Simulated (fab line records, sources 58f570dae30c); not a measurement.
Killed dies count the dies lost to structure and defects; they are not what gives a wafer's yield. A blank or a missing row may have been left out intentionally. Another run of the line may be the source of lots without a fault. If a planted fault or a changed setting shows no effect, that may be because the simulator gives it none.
Split-lot trial    flow berkeley cmos170    on a route of 331 steps: 5 lots, 23 wafers read

SPLIT DETAILS
At UCB170_NVT_IMPLANT_07, the setting dose cm2 was moved away from the recipe's 3e+12 on 11 of the 23 wafers read, by -6.0% to -3.4%. All remaining wafers had this setting at the recipe value.

SPLIT TO READING: what lies between them in the file, 1 step
- UCB170_NVT_STRIP_08: strips in O2

THE READING
NVT_TW, at UCB170_NVT_TW_MEAS_09. On this fab line, fault-free wafers typically give 525 with a standard deviation of 4.

wafer   tool, chamber at the split  dose cm2 as run  against the recipe  NVT_TW  against lot-mates on the recipe
L075.1  implanter-03, 0             2.855e+12        -4.8%               517     -9
L075.2  implanter-03, 0             2.855e+12        -4.8%               518     -8
L075.3  implanter-03, 0             2.855e+12        -4.8%               517     -9
L075.4  implanter-03, 0             3e+12            recipe              525     -
L075.5  implanter-03, 0             3e+12            recipe              527     -
L078.1  implanter-02, 0             3e+12            recipe              526     -
L078.3  implanter-02, 0             3e+12            recipe              523     -
L078.6  implanter-02, 0             3e+12            recipe              526     -
L077.1  implanter-04, 0             2.845e+12        -5.2%               520     -8
L077.2  implanter-04, 0             3e+12            recipe              529     -
L077.4  implanter-04, 0             3e+12            recipe              526     -
L077.5  implanter-04, 0             2.845e+12        -5.2%               521     -6
L077.6  implanter-04, 0             2.845e+12        -5.2%               519     -8
L081.1  implanter-04, 0             2.819e+12        -6.0%               513     -11
L081.2  implanter-04, 0             3e+12            recipe              525     -
L081.3  implanter-04, 0             3e+12            recipe              523     -
L081.5  implanter-04, 0             3e+12            recipe              523     -
L081.6  implanter-04, 0             2.819e+12        -6.0%               515     -9
L085.1  implanter-03, 0             2.898e+12        -3.4%               516     -2
L085.3  implanter-03, 0             3e+12            recipe              519     -
L085.4  implanter-03, 0             3e+12            recipe              516     -
L085.5  implanter-03, 0             2.898e+12        -3.4%               514     -4
L085.6  implanter-03, 0             2.898e+12        -3.4%               512     -6

THE FIT
A straight line over all 23 wafers: NVT_TW changes by +1.4 for each +1% of dose cm2; r = +0.71; the points scatter about the line by 3.6.
The same after taking each lot's own level away (the mean of its wafers on the recipe; 23 wafers): +1.56 for each +1%; r = +0.94; scatter 1.5.
On that fit, the largest move of dose cm2 shifts the reading by 9.4.
From 517.5 to 527.5: that is the span of the lots' own levels, equal to 2.5 times the standard deviation above.
So the lot-to-lot level blurs the effect unless lot-mates are compared.
Check: -9.02 against its lot-mates is what the line predicts for one of the wafers moved furthest among these (-6.0%) when that wafer is left out of the fit. It came out at -10.7 against them.

OTHER SPLITS ON THESE WAFERS
Other splits were also applied to these wafers ahead of the reading. Each is held against what the fit with the lots' levels taken away leaves over:
other split on the same wafers          wafers away from the commonest value  r with NVT_TW (lot level and that fit taken away)
UCB170_PWELL_COAT_08 resist thk nm      11                                    -0.33
UCB170_PWELL_DEVELOP_12 develop time s  7                                     -0.08
UCB170_ACTIVE_CVD_05 time s             10                                    +0.40
UCB170_FIELD_OXIDATION_01 ox time s     18                                    -0.19
UCB170_SACOX_OXIDATION_01 ox time s     15                                    -0.23

THE FILE'S OWN FIT
NVT_TW changes by +1.56 for each +1% of dose cm2, r = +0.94.
